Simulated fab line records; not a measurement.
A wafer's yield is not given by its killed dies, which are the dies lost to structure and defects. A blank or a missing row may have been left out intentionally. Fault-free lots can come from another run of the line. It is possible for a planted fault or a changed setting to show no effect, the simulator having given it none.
Which tool did it? / flow berkeley-cmos170 / 7 lots, 21 wafers sampled, at 2 steps of a route of 331

WHAT EACH GAUGE READ, for each wafer
UCB170_PWELL_THK_MEAS_06.
lot=L446; measured=day 3 15:11; on=film-metro-01; PWELL_NITRIDE_THK (nm)=222.1 221.4 220.2
lot=L451; measured=day 4 20:11; on=film-metro-01; PWELL_NITRIDE_THK (nm)=220.9 218.9 219.7
lot=L453; measured=day 5 08:16; on=film-metro-04; PWELL_NITRIDE_THK (nm)=125.6 122.6 125.2
lot=L455; measured=day 5 21:08; on=film-metro-04; PWELL_NITRIDE_THK (nm)=128.2 127.8 126.5
lot=L459; measured=day 6 03:54; on=film-metro-01; PWELL_NITRIDE_THK (nm)=224.2 224.4 224.0
lot=L464; measured=day 7 17:39; on=film-metro-02; PWELL_NITRIDE_THK (nm)=220.7 222.8 221.7
lot=L466; measured=day 7 22:54; on=film-metro-02; PWELL_NITRIDE_THK (nm)=221.0 222.5 220.4

WHAT TOOL EACH LOT RAN ON (gives the tool, then ch and the chambers of the sampled wafers, and finally the start)
lot=L446; UCB170_PWELL_CVD_05=lpcvd-01 ch 1, day 3 13:07
lot=L451; UCB170_PWELL_CVD_05=lpcvd-02 ch 1, day 4 17:18
lot=L453; UCB170_PWELL_CVD_05=lpcvd-02 ch 0, day 5 05:23
lot=L455; UCB170_PWELL_CVD_05=lpcvd-02 ch 0, day 5 19:12
lot=L459; UCB170_PWELL_CVD_05=lpcvd-01 ch 0, day 6 01:59
lot=L464; UCB170_PWELL_CVD_05=lpcvd-01 ch 1, day 7 15:43
lot=L466; UCB170_PWELL_CVD_05=lpcvd-01 ch 0, day 7 20:58
- UCB170_PWELL_CVD_05: deposits Si3N4 from SiH2Cl2/NH3, target thk 220 nm, time 3300 s.

THE ANSWER, worked out from the rows above alone
Rule: what is usual is taken from the lots themselves. Put in order of their means at a reading, lots are off if they are a third of the lots or fewer, leave a main group of 4 or more, and stand apart from it by a gap of 3 or more times the standard deviation of the main group's means; of several such gaps the widest counts. If all means in a main group match to the digits the tables above print for the reading, that group is not used. Also off: a lot with no number at a reading for which 4 or more lots have one. Any other lot the step has rows for is counted as sound.
Off: at UCB170_PWELL_THK_MEAS_06 (PWELL_NITRIDE_THK), L453, L455. Mean 221.7 nm and standard deviation 1.4 in the main group.
If a tool, at a process step before that reading, ran all the lots that are off and no sound lot after the first of them, it fits. Those tools and the gauges at UCB170_PWELL_THK_MEAS_06 are tried in the same way. Can't be told from this: 2 tools fit, lpcvd-02 at UCB170_PWELL_CVD_05, film-metro-04 at UCB170_PWELL_THK_MEAS_06.

WHAT WAS PUT IN BY THE SIMULATOR
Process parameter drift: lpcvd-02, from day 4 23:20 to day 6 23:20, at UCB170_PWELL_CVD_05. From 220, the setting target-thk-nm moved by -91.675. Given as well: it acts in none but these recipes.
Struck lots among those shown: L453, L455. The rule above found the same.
